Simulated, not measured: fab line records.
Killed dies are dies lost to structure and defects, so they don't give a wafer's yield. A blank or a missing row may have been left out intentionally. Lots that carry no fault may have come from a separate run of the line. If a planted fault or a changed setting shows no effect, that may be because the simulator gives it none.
Problem report, 8D (eight disciplines) form, completed by code :: flow ritCmos :: the parts of the form that need people (team, actions taken, sign-off) are left out

1. THE ISSUE
Mean NSD_TW at RIT_NSD_TW_MEAS_10: 30 over 6 wafers in 2 lots; fault-free wafers: 3135, standard deviation 14. So: -99 or more standard deviations from the usual mean.
First seen on wafer L387.2, day 5 18:45, on filmMetro-03. Wafers with a number at this step in the record: 42, from 14 lots. Rule for "out", or "out of limits": more than 4 standard deviations from the usual mean. Any other wafer with a number is counted as sound.

2. WHAT IT IS, AND WHAT IT ISN'T
question: which readings at this step
is: NSD_TW
is not: -

question: which lots
is: L387, L388
is not: L374, L376, L381, L382, L390, L391, L392, L393, L394, L395, L396, L397

question: which wafers of those lots
is: all that have a number
is not: -

question: read on which gauges
is: filmMetro-01, filmMetro-03
is not: filmMetro-04

question: when
is: from day 5 18:45
is not: up to then (12 sound wafers); but 24 sound wafers of L390, L391, L392, L393, L394, L395, L396, L397 came after

3. SUSPECTS, AND WHAT RULES EACH OUT
Counting: a tool stays on the suspect list if, at a process step up to the reading, it processed all lots that are out and no sound lot following the first of them.
- the gauge at RIT_NSD_TW_MEAS_10: ruled out. The wafers that are out were read on 2 gauges (filmMetro-01, filmMetro-03).
- implanter-02 at RIT_NSD_IMPLANT_08: ruled out as a lasting fault. After its first lot that is out, L387 (day 5 18:26), sound lots L391, L392, L393, L397 ran on it.
Left after counting: nothing in the record.

4. THE CAUSE (what the simulator had put in)
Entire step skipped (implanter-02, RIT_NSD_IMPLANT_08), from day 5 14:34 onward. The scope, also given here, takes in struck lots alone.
It was ruled out by counting, in error; the rule expects a fault to strike all lots run on its tool from its start on, and this fault did not.

5. THE CHAIN OF EFFECTS, in route order
Each row: a reading where the mean over the struck wafers with a number is more than 3 standard deviations away from the usual. Only readings for which the record gives a usual standard deviation are gone through. hours: the time from each lot's start at the first step in this table that gives one to its start at this step, as a median over the lots. sigmas: the change in usual standard deviations.
hours: 0
step: RIT_NSD_TW_MEAS_10
reading: NSD_TW
usual: 3135
on struck wafers: 30
change: -3105
sigmas: -99 or more

hours: 2
step: RIT_SDANNEAL_RS_MEAS_05
reading: NSD_RS
usual: 84.51 ohm/sq
on struck wafers: 132.83
change: +48.32
sigmas: +99 or more
Readings that are blank on the struck wafers while sound wafers have them: beamEnergyKeV at RIT_NSD_IMPLANT_08; beamOnS at RIT_NSD_IMPLANT_08.

6. HOW IT WOULD HAVE BEEN CAUGHT EARLIER
The first out-of-limits reading at a measuring or inspecting step in this record came at day 5 18:45, 4 hours after the fault's start at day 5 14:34.
At RIT_NSD_IMPLANT_08 the tool's readings are blank on the struck wafers, where sound wafers have them: an empty tool record is the first sign, and it was there at once.
